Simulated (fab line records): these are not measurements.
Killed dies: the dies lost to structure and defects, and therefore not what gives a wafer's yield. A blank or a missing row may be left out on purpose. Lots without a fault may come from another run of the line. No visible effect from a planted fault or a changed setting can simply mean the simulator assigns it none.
Struck lot and sound lot, side by side || flow rit_cmos || 15 steps out of a route of 202
Sound: these wafers, L287.1, L287.2, L287.6. Struck: wafers L302.2, L302.4, L302.5. The cause is named last.
For every step that has rows: the tool of each side, followed by ch and its chambers, followed by its first start. Under that, the readings that differ: sound wafers || struck wafers || difference of the means || sigmas: that difference in standard deviations of wafers without a fault.
alike: readings with means less than 2 such deviations apart, plus words and numbers identical on both sides. not compared: withheld readings, readings lacking a value on some wafer, bounds such as >300 that could conceal the same value, and numbers that have no deviation in the record and whose values overlap.
A row with sigmas, a row that says differs or no value, or rows on one side alone: a step with any of these is where the two part. Numbers that have no deviation but don't overlap get no sigmas and don't part them. Lack of a reading on every wafer of one side parts them only where that side has two or more wafers.

first, 5 steps without rows for these wafers: RIT_M1_COAT_04 (resist thk 1300 nm); RIT_M1_SOFTBAKE_05 (time 60 s); RIT_M1_EXPOSE_06 (exposes mask M12, target cd 2600 nm); RIT_M1_PEB_07; RIT_M1_DEVELOP_08 (develop time 68 s).
RIT_M1_CD_MEAS_09: target cd 2600 nm.
  sound on cd_sem-01, day 4 11:38; struck on cd_sem-01, day 8 00:35
  alike: cd_nm
RIT_M1_OVL_MEAS_10:
  sound on overlay-01, day 4 11:46; struck on overlay-02, day 8 00:42
  alike: M1_OVL
then, 1 step without rows for these wafers: RIT_M1_HARDBAKE_11 (time 120 s).
RIT_M1_METAL_ETCH_12: etches Al in Cl2/BCl3, stops on SiO2, time 165 s, target depth 600 nm.
  sound on rie_metal-01 ch 1, day 4 12:03; struck on rie_metal-01 ch 1, day 8 01:02
  alike: drypump_motor_current_A, mfc_cl2_sccm, oes_product_au, throttle_valve_pct
  not compared: rf_hours_counter_h
then, 1 step without rows for these wafers: RIT_M1_STRIP_13 (strips in nmp, time 600 s).
RIT_M1_STRIP_14: strips in O2, time 180 s.
  sound on plasma_asher-02 ch 0,1, day 4 12:34; struck on plasma_asher-04 ch 0,1, day 8 01:29
  alike: drypump_motor_current_A
  not compared: rf_hours_counter_h
RIT_M1_CD_MEAS_90: target cd 2600 nm.
  sound on cd_sem-01, day 4 12:44; struck on cd_sem-02, day 8 01:41
  alike: cd_nm
RIT_M1_ANNEAL_15: time 1800 s.
  sound on furnace-02 ch 0, day 4 12:52; struck on furnace-02 ch 0, day 8 03:27
  alike: spike_tc_source_C, zone_power_source_pct
RIT_M1_BOW_MEAS_16:
  sound on film_metro-01, day 4 14:22; struck on film_metro-02, day 8 04:58
  alike: M1_BOW
RIT_M1_PROBE_99:
  sound on prober-02, day 4 14:29; struck on prober-01, day 8 05:07
{"reading": "defect_limited_yield (%)", "sound": "98.5 99.2 98.1", "struck": "95.8 96.2 96.6", "difference": -2.4, "sigmas": -2}
{"reading": "killed_at_front_end", "sound": "4 2 5", "struck": "11 10 9", "difference": "+6", "sigmas": "+2"}
{"reading": "killed_dies", "sound": "4 2 5", "struck": "11 10 9", "difference": "+6", "sigmas": "+2"}
{"reading": "killed_short", "sound": "1 0 3", "struck": "7 6 5", "difference": "+5", "sigmas": "+2"}
{"reading": "sort_n_pass", "sound": "260 262 259", "struck": "253 254 255", "difference": -6, "sigmas": -2}
{"reading": "sort_yield_pct (%)", "sound": "98.5 99.2 98.1", "struck": "95.8 96.2 96.6", "difference": -2.4, "sigmas": -2}
  alike: killed_at_contacts, killed_open, sort_bin_3_pad_short, sort_bin_5_function, sort_bin_6_memory

WHERE THEY PART
At RIT_M1_PROBE_99 and nowhere else, as far as this record goes.

WHY: whatever the simulator had introduced
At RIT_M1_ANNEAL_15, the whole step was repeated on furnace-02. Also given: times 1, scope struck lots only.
